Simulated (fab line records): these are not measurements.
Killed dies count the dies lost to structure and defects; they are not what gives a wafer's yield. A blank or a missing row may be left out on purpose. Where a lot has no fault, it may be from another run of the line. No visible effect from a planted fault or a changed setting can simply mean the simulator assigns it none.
2 desks looking at one fault	flow rit_cmos	numbers are kept per desk, each desk with only its own; the story behind them comes last

DESK OF THE TOOL OWNER: rie_diel-03
The tool's own readings at RIT_SPACER_ETCHBACK_05 (etches Si3N4 in SF6/CHF3, stops on SiO2, target depth 250 nm, time 240 s): means of the sampled wafers that have a number, for each lot that ran on this tool. Marked OUT: a lot whose mean sits more than 4 standard deviations from the usual mean, which makes it out of limits; the brackets give that distance.
Columns: A = drypump_motor_current_A at RIT_SPACER_ETCHBACK_05, usual 5.5 A; B = oes_product_au at RIT_SPACER_ETCHBACK_05, usual 0.837 a.u.; C = run_length_s at RIT_SPACER_ETCHBACK_05, usual 268.2 s; D = throttle_valve_pct at RIT_SPACER_ETCHBACK_05, usual 10.33 %
lot	first seen here	A	B	C	D
L147	day 4 10:25	5.5	0.843	268.2	10.39
L158	day 6 16:25	5.5	0.890 (+4.1) OUT	245.6 (-58) OUT	10.35
This desk's verdict: out of limits on L158, starting with L158 at day 6 16:25 (oes_product_au at RIT_SPACER_ETCHBACK_05). Within limits: L147.

AT THE METROLOGY DESK
Means of the sampled wafers that have a number, per lot and without regard to the tool the lot ran on: this is what the gauges read. Marked OUT: a lot whose mean sits more than 4 standard deviations from the usual mean, which makes it out of limits; the brackets give that distance.
Columns: A = PLDD_OVL at RIT_PLDD_OVL_MEAS_06, usual 1.0 nm; B = PLDD_TW at RIT_PLDD_TW_MEAS_10, usual 2353; C = SPACER_NITRIDE_THK at RIT_SPACER_THK_MEAS_04, usual 250.2 nm
lot	first seen here	A	B	C
L141	day 3 00:22	0.0	2356	251.9
L147	day 4 07:31	0.2	2364	249.9
L151	day 5 02:46	0.7	2348	250.0
L158	day 6 13:29	1.0	2352	247.5
L163	day 7 15:26	1.9	2365	248.6
This desk's finding: nothing out of limits on any of the 5 lots.

PUT TOGETHER
On L158, at day 6 16:25, an alarm was possible from the tool owner's desk.
Nothing out of limits was seen by the metrology desk.
The metrology desk has L158 on record, within its limits.
Every lot named ran RIT_SPACER_ETCHBACK_05 on rie_diel-03.

WHAT THE SIMULATOR PUT IN
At RIT_SPACER_ETCHBACK_05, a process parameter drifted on rie_diel-03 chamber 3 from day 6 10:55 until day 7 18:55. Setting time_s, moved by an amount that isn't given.
Struck lots among those shown: L158.
Delay in hours, fault start to first out-of-limits reading, by desk: the tool owner's desk at 5.
